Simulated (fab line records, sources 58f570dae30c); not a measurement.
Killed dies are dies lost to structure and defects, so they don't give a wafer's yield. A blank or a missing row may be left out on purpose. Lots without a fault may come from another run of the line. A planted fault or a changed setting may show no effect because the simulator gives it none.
A struck lot beside a sound one | flow berkeley_cmos170 | 27 steps out of a route of 331
Sound: wafers L199.2, L199.3, L199.5. Struck: wafers L205.1, L205.2, L205.3. The cause comes at the end.
At each step with rows: each side's tool, then ch and its chambers, then its first start. Under that, the readings that differ: sound wafers | struck wafers | difference of the means | sigmas: that difference in standard deviations of wafers without a fault.
alike: readings whose means differ by less than 2 such deviations, and words and numbers that are the same on both sides. not compared: withheld readings, readings that some wafer has no value for, bounds like >300 that may hide the same value, and numbers for which the record gives no deviation and whose values overlap.
The two part at a step that has a row with sigmas, a row that says differs or no value, or rows on one side only. Numbers that don't overlap but have no deviation are shown without sigmas and don't part them. A reading that every wafer of one side lacks parts them only if that side has two wafers or more.

first, 1 step without rows for these wafers: UCB170_PSD_IMPLANT_08.
UCB170_PSD_STRIP_09: strips in O2.
  sound on plasma_asher-04 ch 0,1, day 9 06:50; struck on plasma_asher-04 ch 0,1, day 11 13:14
  alike: drypump_motor_current_A, oes_product_au, strip_time_to_endpoint_s
  not compared: rf_hours_counter_h
UCB170_PSD_TW_MEAS_10:
  sound on film_metro-04, day 9 06:56; struck on film_metro-01, day 11 13:20
  alike: PSD_TW
then, 7 steps without rows for these wafers: UCB170_PSD_CLEAN_11 (cleans in SPM, time 600 s); UCB170_NSD_HMDS_00 (prime time 60 s); UCB170_NSD_COAT_01 (resist thk 900 nm); UCB170_NSD_SOFTBAKE_02 (time 60 s); UCB170_NSD_EXPOSE_03 (exposes mask NSELECT MOD, target cd 1200 nm); UCB170_NSD_PEB_04; UCB170_NSD_DEVELOP_05 (develop time 45 s).
UCB170_NSD_CD_MEAS_06: target cd 1200 nm.
  sound on cd_sem-02, day 9 08:17; struck on cd_sem-01, day 11 15:42
  alike: cd_nm
UCB170_NSD_OVL_MEAS_07:
  sound on overlay-02, day 9 08:23; struck on overlay-02, day 11 15:49
  alike: NSD_OVL
UCB170_NSD_IMPLANT_08:
  sound on implanter-02 ch 0, day 9 08:26; struck on implanter-02 ch 0, day 11 15:52
  reading            | sound             | struck            | difference | sigmas
  beam_on_s (s)      | 10.04 10.13 10.03 | 7.54 7.89 7.63    | -2.38      | -11
  faraday_current_uA | 9060 8995 9109    | 12111 11546 11968 | +2820      | +15
  alike: tilt_deg
UCB170_NSD_STRIP_09: strips in O2.
  sound on plasma_asher-04 ch 0,1, day 9 08:34; struck on plasma_asher-04 ch 0,1, day 11 16:01
  reading                      | sound             | struck            | difference | sigmas
  oes_product_au (a.u.)        | 0.540 0.541 0.532 | 0.558 0.565 0.556 | +0.022     | +5
  strip_time_to_endpoint_s (s) | 35.73 35.66 35.72 | 33.37 33.24 33.26 | -2.41      | -32
  alike: drypump_motor_current_A
  not compared: rf_hours_counter_h
UCB170_NSD_TW_MEAS_10:
  sound on film_metro-01, day 9 08:40; struck on film_metro-02, day 11 16:07
  reading | sound          | struck         | difference | sigmas
  NSD_TW  | 4181 4179 4184 | 4043 4039 4053 | -136       | -8
then, 4 steps without rows for these wafers: UCB170_NSD_CLEAN_11 (cleans in SPM, time 600 s); UCB170_BACKSIDE_HMDS_00 (prime time 60 s); UCB170_BACKSIDE_COAT_01 (resist thk 900 nm); UCB170_BACKSIDE_SOFTBAKE_02 (time 60 s).
UCB170_BACKSIDE_STRIP_03: strips in O2.
  sound on plasma_asher-02 ch 0, day 9 09:22; struck on plasma_asher-04 ch 0,1, day 11 16:58
  alike: drypump_motor_current_A, oes_product_au, strip_time_to_endpoint_s
  not compared: rf_hours_counter_h
then, 1 step without rows for these wafers: UCB170_BACKSIDE_CLEAN_04 (cleans in SPM, time 600 s).
UCB170_SDANNEAL_RTA_00: time 10 s.
  sound on rtp_anneal-01 ch 0, day 9 09:40; struck on rtp_anneal-01 ch 0, day 11 17:25
  alike: lamp_power_pct, wafer_temp_C_max
UCB170_SDANNEAL_RTA_01: time 5 s.
  sound on rtp_anneal-01 ch 0, day 9 09:44; struck on rtp_anneal-01 ch 0, day 11 17:28
  alike: lamp_power_pct, wafer_temp_C_max
UCB170_SDANNEAL_RS_MEAS_02: measures by four-point-probe.
  sound on film_metro-01, day 9 09:49; struck on film_metro-04, day 11 17:32
  alike: PSD_RS
UCB170_SDANNEAL_RS_MEAS_03: measures by four-point-probe.
  sound on film_metro-01, day 9 09:56; struck on film_metro-04, day 11 17:39
  reading         | sound             | struck            | difference | sigmas
  NSD_RS (ohm/sq) | 37.41 37.54 37.51 | 43.10 43.19 43.03 | +5.62      | +62
UCB170_SDANNEAL_RS_MEAS_04: measures by four-point-probe.
  sound on film_metro-01, day 9 10:03; struck on film_metro-04, day 11 17:46
  alike: PLDD_RS
UCB170_M3_PROBE_99:
  the record has rows for the sound wafers here (prober-01, day 10 18:13) and none for the struck ones

WHERE THEY PART
First at UCB170_NSD_IMPLANT_08; last, within this record, at UCB170_M3_PROBE_99.

WHY: what the simulator had put in
Process parameter drift: implanter-02, from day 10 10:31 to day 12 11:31, at UCB170_NSD_IMPLANT_08. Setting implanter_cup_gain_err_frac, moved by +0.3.
